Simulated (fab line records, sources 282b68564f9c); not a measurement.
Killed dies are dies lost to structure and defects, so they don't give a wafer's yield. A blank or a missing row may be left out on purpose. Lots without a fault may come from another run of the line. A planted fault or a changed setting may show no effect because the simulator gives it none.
fab line records | flow rit_cmos | part 1 of 2: steps 1 to 33 of 47
record lots=5 wafers=15 last_day=7
route steps=202 shown ACTIVE@12 FOX1@20 FOX2@23 NWELL@28 PWELL@39 WELLDRIVE@50 NRETRO@53
lots that met no fault: from a run of the same line without faults
start_h: hours from the record's first day to the start of the lot's first wafer shown | wait_h: hours since the lot's step before | " the same as in the row above | L1.1+2: a row that stands for several wafers | - no value, or no start given | * or withheld: withheld | < > ~ a bound
route shown NAME@n: a module of which the file shows steps, and the number in the route of the first | usual: mean/standard deviation of fault-free wafers | same: alike in all rows | chamber/n: place in a boat | sites: the reading at each site | _std_site: their standard deviation | _edge_site: outer sites' mean less inner sites' | radius_mm: how far each site lies from the wafer's centre | mask NAME#n: copy n | behind: the tool/chamber that last shaped the wafer | hold: why the lot was held/for how many hours/how that ended | device: the transistor (n, p or np) that didn't switch | end of line: the same wafers' tests at the end of the route | a step without rows: its recipe alone | killed: dies lost to structure and defects at the first sort, not the wafer's yield | map: a wafer's dies, x killed, . not, _ none there
set.NAME: the setting as run; set.NAME@STEP: as run at that earlier step | model.NAME: the simulator's own value behind a step, which no gauge read
lots at some steps of the route; a table a step, a row a wafer
services: from which hour (start_h, from the record's first day; less than 0 if before it) a tool's chamber was out of use, for how many hours, and why
## steps
# step RIT_ACTIVE_CD_MEAS_11
# recipe target_cd_nm=1400
# usual cd_nm=1399.6/2.2
# columns lot.wafer tool chamber start_h wait_h cd_nm
L075.2 cd_sem-02 - 20.49 - 1398.8
L075.5 " - " " 1398.6
L075.6 " - " " 1396.9
L077.1 cd_sem-01 - 30.15 - 1402.0
L077.2 " - " " 1401.0
L077.6 " - " " 1399.9
L084.3 cd_sem-02 - 66.85 - 1398.8
L084.4 " - " " 1399.5
L084.5 " - " " 1396.7
L085.2 cd_sem-01 - 70.90 - 1396.1
L085.4 " - " " 1399.6
L085.6 " - " " 1396.8
L096.1 cd_sem-01 - 125.38 - 1398.4
L096.3 " - " " 1399.0
L096.6 " - " " 1400.4
# step RIT_ACTIVE_HARDBAKE_12
# recipe resist=NOVOLAK temp_c=140 time_s=60
# columns lot.wafer tool chamber start_h wait_h
L075.2+5+6 litho_track-01 0 20.61 0.1
L077.1+2+6 litho_track-02 0 30.27 0.1
L084.3+4+5 litho_track-01 0 66.98 0.1
L085.2+4+6 litho_track-02 0 71.02 0.1
L096.1+3+6 litho_track-04 0 125.50 0.1
# step RIT_ACTIVE_ETCH_13
# recipe stop_on=SiO2 chemistry=SF6 target=Si3N4 time_s=210 over_etch_frac=0.4 SF6_flow_sccm=200 pressure_mtorr=260 rf_w=125 target_depth_a=2100
# usual drypump_motor_current_A=5.7/0.48 oes_product_au=0.824/0.014 rf_fwd_power_W=124.6/0.4 throttle_valve_pct=7.52/0.13
# columns lot.wafer tool chamber start_h wait_h drypump_motor_current_A oes_product_au rf_fwd_power_W rf_hours_counter_h throttle_valve_pct
L075.2 rie_diel-02 3 20.74 0.1 5.3 0.838 124.8 131 7.64
L075.5 " 3 " " 5.3 0.842 124.9 - 7.63
L075.6 " 2 " " 6.2 0.836 125.3 - 7.51
L077.1 rie_diel-04 0 30.42 0.1 5.9 0.826 123.7 123 7.59
L077.2 " 1 " " 5.6 0.827 124.6 3 7.54
L077.6 " 1 " " 5.6 0.830 124.9 - 7.54
L084.3 rie_diel-02 3 67.08 0.1 5.3 0.832 123.9 132 7.66
L084.4 " 2 " " 6.2 0.828 124.8 14 7.50
L084.5 " 2 " " 6.2 0.831 124.4 - 7.52
L085.2 rie_diel-04 0 71.15 0.1 5.9 0.831 125.0 124 7.56
L085.4 " 2 " " 5.5 0.806 124.3 1 7.56
L085.6 " 1 " " 5.6 0.828 124.3 - 7.54
L096.1 rie_diel-03 0 125.65 0.1 5.7 0.823 123.8 122 7.32
L096.3 " 3 " " 6.0 0.829 125.1 112 7.42
L096.6 " 3 " " 6.0 0.828 124.9 - 7.43
# step RIT_ACTIVE_STRIP_14
# recipe chemistry=O2 time_s=180 resist=NOVOLAK platen_temp_c=withheld power_w=500 pressure_mtorr=4000 o2_flow_sccm=4000
# usual drypump_motor_current_A=5.6/0.39
# columns lot.wafer tool chamber start_h wait_h drypump_motor_current_A rf_hours_counter_h
L075.2 plasma_asher-03 0 20.87 0.1 5.0 41
L075.5 " 1 " " 5.9 -
L075.6 " 0 " " 5.0 -
L077.1 plasma_asher-03 1 30.55 0.1 5.9 42
L077.2 " 0 " " 4.9 42
L077.6 " 1 " " 5.9 -
L084.3 plasma_asher-03 1 67.28 0.1 6.0 -
L084.4 " 0 " " 5.0 -
L084.5 " 0 " " 5.0 -
L085.2 plasma_asher-02 1 71.28 0.1 6.0 42
L085.4 " 0 " " 5.9 -
L085.6 " 0 " " 5.9 -
L096.1 plasma_asher-04 1 125.78 0.1 5.5 29
L096.3 " 0 " " 5.5 -
L096.6 " 1 " " 5.5 -
# step RIT_ACTIVE_CD_MEAS_90
# recipe target_cd_nm=1400
# usual cd_nm=1399.6/2.2
# columns lot.wafer tool chamber start_h wait_h cd_nm
L075.2 cd_sem-02 - 21.07 0.1 1399.2
L075.5 " - " " 1398.5
L075.6 " - " " 1397.2
L077.1 cd_sem-02 - 30.73 0.1 1402.3
L077.2 " - " " 1400.7
L077.6 " - " " 1400.2
L084.3 cd_sem-02 - 67.43 0.1 1399.0
L084.4 " - " " 1399.2
L084.5 " - " " 1396.1
L085.2 cd_sem-02 - 71.48 0.1 1396.1
L085.4 " - " " 1399.5
L085.6 " - " " 1397.1
L096.1 cd_sem-01 - 125.96 0.1 1398.2
L096.3 " - " " 1398.7
L096.6 " - " " 1400.1
# step RIT_ACTIVE_CLEAN_15
# recipe chemistry=SC1 mix=3:3:50 time_s=600 temp_c=75
# usual temp_c=74.98/0.12
# columns lot.wafer tool chamber start_h wait_h temp_c
L075.2 wet_bench-01 0 21.17 0.1 74.99
L075.5 " 0 " " 74.77
L075.6 " 0 " " 74.85
L077.1 wet_bench-02 1 30.85 0.1 74.87
L077.2 " 1 " " 75.00
L077.6 " 1 " " 74.98
L084.3 wet_bench-02 2 67.51 0.1 75.07
L084.4 " 2 " " 75.20
L084.5 " 2 " " 74.79
L085.2 wet_bench-03 2 71.58 0.1 75.10
L085.4 " 2 " " 75.27
L085.6 " 2 " " 74.94
L096.1 wet_bench-01 0 126.08 0.1 74.82
L096.3 " 0 " " 74.85
L096.6 " 0 " " 74.73
# step RIT_ACTIVE_CLEAN_16
# recipe chemistry=dHF dilution=50:1 time_s=30
# columns lot.wafer tool chamber start_h wait_h
L075.2+5+6 wet_bench-02 0 21.34 0.0
L077.1+2+6 wet_bench-01 3 31.02 0.0
L084.3+4+5 wet_bench-01 2 67.69 0.0
L085.2+4+6 wet_bench-03 1 71.75 0.0
L096.1+3+6 wet_bench-02 1 126.25 0.0
# step RIT_ACTIVE_CLEAN_17
# recipe chemistry=SC2 mix=3:3:50 time_s=600 temp_c=75 dry=n2_spin
# usual temp_c=75.00/0.13
# columns lot.wafer tool chamber start_h wait_h temp_c
L075.2 wet_bench-03 3 21.36 0.0 75.03
L075.5 " 3 " " 74.92
L075.6 " 3 " " 74.88
L077.1 wet_bench-02 1 31.04 0.0 74.97
L077.2 " 1 " " 74.77
L077.6 " 1 " " 74.67
L084.3 wet_bench-02 3 67.72 0.0 74.77
L084.4 " 3 " " 74.75
L084.5 " 3 " " 74.62
L085.2 wet_bench-03 2 71.77 0.0 75.09
L085.4 " 2 " " 75.00
L085.6 " 2 " " 75.05
L096.1 wet_bench-03 2 126.27 0.0 75.05
L096.3 " 2 " " 74.83
L096.6 " 2 " " 74.96
# step RIT_FOX1_OXIDATION_00
# recipe temp_c=1100 ambient=H2O target_thk_a=3507 p_h2o_torr=720 ox_time_s=1130
# usual zone_power_centre_pct=51.5/2.9
# same ox_time_s=1130
# columns lot.wafer tool chamber start_h wait_h zone_power_centre_pct
L075.2 furnace-04 0 22.05 0.5 52.4
L075.5 " 0 " " 52.6
L075.6 " 0 " " 52.6
L077.1 furnace-04 0 32.85 1.6 52.2
L077.2 " 0 " " 52.9
L077.6 " 0 " " 51.7
L084.3 furnace-04 0 68.05 0.2 52.1
L084.4 " 0 " " 51.8
L084.5 " 0 " " 51.5
L085.2 furnace-01 0 72.57 0.6 54.3
L085.4 " 0 " " 54.7
L085.6 " 0 " " 55.0
L096.1 furnace-03 0 126.48 0.0 47.9
L096.3 " 0 " " 48.0
L096.6 " 0 " " 47.6
# step RIT_FOX1_THK_MEAS_01
# recipe reads=SiO2_of_FOX1_OXIDATION_00
# usual FOX1_OXIDE_THK=353/8.4
# columns lot.wafer tool chamber start_h wait_h FOX1_OXIDE_THK[nm]
L075.2 film_metro-01 - 23.38 0.0 357
L075.5 " - " " 355
L075.6 " - " " 367
L077.1 film_metro-01 - 34.16 0.0 360
L077.2 " - " " 359
L077.6 " - " " 355
L084.3 film_metro-01 - 69.38 0.0 355
L084.4 " - " " 351
L084.5 " - " " 354
L085.2 film_metro-03 - 73.90 0.0 359
L085.4 " - " " 356
L085.6 " - " " 363
L096.1 film_metro-02 - 127.79 0.0 347
L096.3 " - " " 344
L096.6 " - " " 350
# step RIT_FOX1_WET_ETCH_02
# recipe chemistry=BOE target_depth_nm=350 time_s=390 temp_c=21.5 dry=n2_spin dilution=10:1 target=SiO2
# usual temp_c=21.52/0.097
# columns lot.wafer tool chamber start_h wait_h temp_c
L075.2 wet_bench-04 3 23.43 0.0 21.51
L075.5 " 3 " " 21.50
L075.6 " 3 " " 21.49
L077.1 wet_bench-02 0 34.22 0.1 21.44
L077.2 " 0 " " 21.56
L077.6 " 0 " " 21.44
L084.3 wet_bench-02 0 69.42 0.0 21.47
L084.4 " 0 " " 21.38
L084.5 " 0 " " 21.46
L085.2 wet_bench-01 3 73.95 0.0 21.41
L085.4 " 3 " " 21.48
L085.6 " 3 " " 21.67
L096.1 wet_bench-04 3 127.85 0.1 21.49
L096.3 " 3 " " 21.47
L096.6 " 3 " " 21.61
# step RIT_FOX2_OXIDATION_00
# recipe temp_c=1100 ambient=H2O target_thk_a=3507 p_h2o_torr=720 ox_time_s=1130
# usual zone_power_centre_pct=51.5/2.9
# same ox_time_s=1130
# columns lot.wafer tool chamber start_h wait_h zone_power_centre_pct
L075.2 furnace-01 0 23.73 0.2 55.1
L075.5 " 0 " " 56.6
L075.6 " 0 " " 55.3
L077.1 furnace-03 0 35.34 1.0 49.4
L077.2 " 0 " " 47.8
L077.6 " 0 " " 47.4
L084.3 furnace-04 0 69.54 0.0 52.5
L084.4 " 0 " " 51.7
L084.5 " 0 " " 52.1
L085.2 furnace-03 0 74.84 0.8 48.0
L085.4 " 0 " " 48.1
L085.6 " 0 " " 48.8
L096.1 furnace-01 0 127.98 0.0 54.4
L096.3 " 0 " " 54.8
L096.6 " 0 " " 55.7
# step RIT_FOX2_THK_MEAS_01
# recipe reads=SiO2_of_FOX2_OXIDATION_00
# usual FOX2_OXIDE_THK=350/8.2
# columns lot.wafer tool chamber start_h wait_h FOX2_OXIDE_THK[nm]
L075.2 film_metro-01 - 25.05 0.0 349
L075.5 " - " " 356
L075.6 " - " " 354
L077.1 film_metro-01 - 36.66 0.0 346
L077.2 " - " " 345
L077.6 " - " " 350
L084.3 film_metro-03 - 70.87 0.0 356
L084.4 " - " " 355
L084.5 " - " " 357
L085.2 film_metro-04 - 76.16 0.0 343
L085.4 " - " " 338
L085.6 " - " " 336
L096.1 film_metro-03 - 129.30 0.0 349
L096.3 " - " " 342
L096.6 " - " " 349
# step RIT_FOX2_CLEAN_02
# recipe chemistry=dHF dilution=50:1 time_s=180
# columns lot.wafer tool chamber start_h wait_h
L075.2+5+6 wet_bench-02 2 25.10 0.0
L077.1+2+6 wet_bench-02 2 36.72 0.1
L084.3+4+5 wet_bench-04 3 70.91 0.0
L085.2+4+6 wet_bench-02 0 76.21 0.0
L096.1+3+6 wet_bench-03 2 129.36 0.1
# step RIT_FOX2_WET_ETCH_03
# recipe chemistry=H3PO4 target=Si3N4 target_depth_nm=195 temp_c=165 time_s=2700
# usual temp_c=165.00/0.15
# columns lot.wafer tool chamber start_h wait_h temp_c
L075.2 wet_bench-04 3 25.16 0.0 165.03
L075.5 " 3 " " 165.09
L075.6 " 3 " " 165.07
L077.1 wet_bench-03 0 36.78 0.0 165.07
L077.2 " 0 " " 164.91
L077.6 " 0 " " 164.86
L084.3 wet_bench-02 2 71.03 0.0 164.89
L084.4 " 2 " " 165.15
L084.5 " 2 " " 165.21
L085.2 wet_bench-04 3 76.27 0.0 165.14
L085.4 " 3 " " 164.99
L085.6 " 3 " " 165.08
L096.1 wet_bench-04 2 129.42 0.0 165.09
L096.3 " 2 " " 165.07
L096.6 " 2 " " 165.11
# step RIT_FOX2_THK_MEAS_90
# recipe reads=SiO2_of_FOX2_OXIDATION_00
# usual FIELD_OXIDE_LEFT_1_THK=323/8.2
# columns lot.wafer tool chamber start_h wait_h FIELD_OXIDE_LEFT_1_THK[nm]
L075.2 film_metro-03 - 25.93 0.0 322
L075.5 " - " " 330
L075.6 " - " " 326
L077.1 film_metro-01 - 37.53 0.0 319
L077.2 " - " " 318
L077.6 " - " " 323
L084.3 film_metro-01 - 71.81 0.0 329
L084.4 " - " " 327
L084.5 " - " " 330
L085.2 film_metro-03 - 77.04 0.0 316
L085.4 " - " " 311
L085.6 " - " " 309
L096.1 film_metro-01 - 130.25 0.0 321
L096.3 " - " " 315
L096.6 " - " " 322
# step RIT_NWELL_HMDS_00
# recipe prime_time_s=60 prime_temp_c=140
# columns lot.wafer tool chamber start_h wait_h
L075.2+5+6 litho_track-02 0 26.40 0.5
L077.1+2+6 litho_track-03 0 37.59 0.1
L084.3+4+5 litho_track-04 0 71.90 0.1
L085.2+4+6 litho_track-04 0 77.12 0.1
L096.1+3+6 litho_track-03 0 130.31 0.1
# step RIT_NWELL_COAT_01
# recipe resist=NOVOLAK spin_rpm=2000 resist_thk_nm=1300
# columns lot.wafer tool chamber start_h wait_h
L075.2+5+6 litho_track-02 0 26.55 0.1
L077.1+2+6 litho_track-03 0 37.74 0.1
L084.3+4+5 litho_track-04 0 72.05 0.1
L085.2+4+6 litho_track-04 0 77.27 0.1
L096.1+3+6 litho_track-03 0 130.46 0.1
# step RIT_NWELL_SOFTBAKE_02
# recipe resist=NOVOLAK temp_c=90 time_s=60
# columns lot.wafer tool chamber start_h wait_h
L075.2+5+6 litho_track-02 0 26.70 0.1
L077.1+2+6 litho_track-03 0 37.89 0.1
L084.3+4+5 litho_track-04 0 72.20 0.1
L085.2+4+6 litho_track-04 0 77.42 0.1
L096.1+3+6 litho_track-03 0 130.61 0.1
# step RIT_NWELL_EXPOSE_03
# recipe mask_id=M2 na=0.57 target_cd_nm=43900 dose_mj=250
# columns lot.wafer tool chamber start_h wait_h mask
L075.2+5+6 iline_stepper-02 0 26.97 0.2 M2#0
L077.1+2+6 iline_stepper-02 0 38.17 0.2 M2#0
L084.3+4+5 iline_stepper-02 0 72.34 0.1 M2#0
L085.2+4+6 iline_stepper-02 0 77.56 0.1 M2#0
L096.1+3+6 iline_stepper-02 0 130.89 0.2 M2#0
# step RIT_NWELL_PEB_04
# recipe resist=NOVOLAK temp_c=withheld time_s=withheld
# columns lot.wafer tool chamber start_h wait_h
L075.2+5+6 litho_track-04 0 27.09 0.1
L077.1+2+6 litho_track-03 0 38.29 0.1
L084.3+4+5 litho_track-02 0 72.46 0.1
L085.2+4+6 litho_track-02 0 77.68 0.1
L096.1+3+6 litho_track-04 0 131.00 0.1
# step RIT_NWELL_DEVELOP_05
# recipe resist=NOVOLAK develop_time_s=68 dev_temp_c=23.68
# columns lot.wafer tool chamber start_h wait_h
L075.2+5+6 litho_track-04 0 - -
L077.1+2+6 litho_track-03 0 - -
L084.3+4+5 litho_track-02 0 - -
L085.2+4+6 litho_track-02 0 - -
L096.1+3+6 litho_track-04 0 - -
# step RIT_NWELL_OVL_MEAS_06
# usual NWELL_OVL=-0.8/1.2
# columns lot.wafer tool chamber start_h wait_h NWELL_OVL[nm]
L075.2 overlay-01 - 27.39 - 1.5
L075.5 " - " " 0.8
L075.6 " - " " -0.7
L077.1 overlay-01 - 38.60 - -2.5
L077.2 " - " " -2.2
L077.6 " - " " -1.5
L084.3 overlay-02 - 72.74 - 0.7
L084.4 " - " " -1.1
L084.5 " - " " -0.3
L085.2 overlay-01 - 77.98 - -1.7
L085.4 " - " " -2.1
L085.6 " - " " -3.4
L096.1 overlay-02 - 131.32 - -0.7
L096.3 " - " " -2.2
L096.6 " - " " -3.0
# step RIT_NWELL_HARDBAKE_07
# recipe resist=NOVOLAK temp_c=140 time_s=120
# columns lot.wafer tool chamber start_h wait_h
L075.2+5+6 litho_track-02 0 27.46 0.1
L077.1+2+6 litho_track-03 0 38.64 0.0
L084.3+4+5 litho_track-04 0 73.01 0.3
L085.2+4+6 litho_track-02 0 78.05 0.1
L096.1+3+6 litho_track-02 0 131.35 0.0
# step RIT_NWELL_IMPLANT_08
# recipe species=P energy_kev=170 dose_cm2=5e+13 tilt_deg=7
# usual dose_ions_cm2=5e+13/5.4e+10
# columns lot.wafer tool chamber start_h wait_h dose_ions_cm2
L075.2 implanter-03 0 27.69 0.2 4.998e+13
L075.5 " 0 " " 5.004e+13
L075.6 " 0 " " 5.009e+13
L077.1 implanter-03 0 38.89 0.2 4.998e+13
L077.2 " 0 " " 5e+13
L077.6 " 0 " " 4.996e+13
L084.3 implanter-03 0 73.23 0.2 4.998e+13
L084.4 " 0 " " 4.995e+13
L084.5 " 0 " " 4.994e+13
L085.2 implanter-04 0 78.28 0.2 5.005e+13
L085.4 " 0 " " 4.999e+13
L085.6 " 0 " " 4.999e+13
L096.1 implanter-04 0 131.60 0.2 4.998e+13
L096.3 " 0 " " 5.009e+13
L096.6 " 0 " " 5.004e+13
# step RIT_NWELL_STRIP_09
# recipe chemistry=O2 time_s=180 resist=NOVOLAK platen_temp_c=withheld power_w=500 pressure_mtorr=4000 o2_flow_sccm=4000
# usual drypump_motor_current_A=5.3/0.41
# columns lot.wafer tool chamber start_h wait_h drypump_motor_current_A rf_hours_counter_h
L075.2 plasma_asher-03 1 27.82 0.1 6.0 41
L075.5 " 1 " " 5.9 -
L075.6 " 0 " " 5.0 -
L077.1 plasma_asher-04 0 39.04 0.1 5.5 20
L077.2 " 1 " " 5.5 20
L077.6 " 0 " " 5.5 -
L084.3 plasma_asher-01 0 73.39 0.1 5.4 -
L084.4 " 1 " " 4.8 -
L084.5 " 1 " " 4.8 -
L085.2 plasma_asher-03 1 78.41 0.1 6.0 45
L085.4 " 0 " " 5.0 -
L085.6 " 1 " " 5.9 -
L096.1 plasma_asher-03 0 131.75 0.1 4.9 51
L096.3 " 0 " " 5.0 -
L096.6 " 0 " " 5.0 -
# step RIT_NWELL_TW_MEAS_10
# usual NWELL_TW=2136/28
# columns lot.wafer tool chamber start_h wait_h NWELL_TW
L075.2 film_metro-02 - 28.00 0.1 2158
L075.5 " - " " 2146
L075.6 " - " " 2159
L077.1 film_metro-01 - 39.21 0.1 2079
L077.2 " - " " 2077
L077.6 " - " " 2083
L084.3 film_metro-01 - 73.53 0.1 2122
L084.4 " - " " 2118
L084.5 " - " " 2107
L085.2 film_metro-04 - 78.59 0.1 2149
L085.4 " - " " 2143
L085.6 " - " " 2153
L096.1 film_metro-04 - 131.93 0.1 2167
L096.3 " - " " 2177
L096.6 " - " " 2176
# step RIT_PWELL_HMDS_00
# recipe prime_time_s=60 prime_temp_c=140
# columns lot.wafer tool chamber start_h wait_h
L075.2+5+6 litho_track-03 0 28.08 0.1
L077.1+2+6 litho_track-03 0 39.27 0.1
L084.3+4+5 litho_track-01 0 73.62 0.1
L085.2+4+6 litho_track-03 0 78.67 0.1
L096.1+3+6 litho_track-04 0 131.99 0.1
# step RIT_PWELL_COAT_01
# recipe resist=NOVOLAK spin_rpm=2000 resist_thk_nm=1300
# columns lot.wafer tool chamber start_h wait_h
L075.2+5+6 litho_track-03 0 28.23 0.1
L077.1+2+6 litho_track-03 0 39.42 0.1
L084.3+4+5 litho_track-01 0 73.77 0.1
L085.2+4+6 litho_track-03 0 78.82 0.1
L096.1+3+6 litho_track-04 0 132.14 0.1
# step RIT_PWELL_SOFTBAKE_02
# recipe resist=NOVOLAK temp_c=90 time_s=60
# columns lot.wafer tool chamber start_h wait_h
L075.2+5+6 litho_track-03 0 28.38 0.1
L077.1+2+6 litho_track-03 0 39.57 0.1
L084.3+4+5 litho_track-01 0 73.92 0.1
L085.2+4+6 litho_track-03 0 78.97 0.1
L096.1+3+6 litho_track-04 0 132.29 0.1
# step RIT_PWELL_EXPOSE_03
# recipe mask_id=M3 na=0.57 target_cd_nm=43700 dose_mj=250
# columns lot.wafer tool chamber start_h wait_h mask
L075.2+5+6 iline_stepper-02 0 28.52 0.1 M3#0
L077.1+2+6 iline_stepper-01 0 39.85 0.2 M3#0
L084.3+4+5 iline_stepper-01 0 74.05 0.1 M3#0
L085.2+4+6 iline_stepper-02 0 79.24 0.2 M3#0
L096.1+3+6 iline_stepper-01 0 132.56 0.2 M3#0
# step RIT_PWELL_PEB_04
# recipe resist=NOVOLAK temp_c=withheld time_s=withheld
# columns lot.wafer tool chamber start_h wait_h
L075.2+5+6 litho_track-04 0 28.75 0.2
L077.1+2+6 litho_track-04 0 40.25 0.4
L084.3+4+5 litho_track-04 0 74.18 0.1
L085.2+4+6 litho_track-01 0 79.36 0.1
L096.1+3+6 litho_track-01 0 132.68 0.1
# step RIT_PWELL_DEVELOP_05
# recipe resist=NOVOLAK develop_time_s=68 dev_temp_c=23
# columns lot.wafer tool chamber start_h wait_h
L075.2+5+6 litho_track-04 0 - -
L077.1+2+6 litho_track-04 0 - -
L084.3+4+5 litho_track-04 0 - -
L085.2+4+6 litho_track-01 0 - -
L096.1+3+6 litho_track-01 0 - -
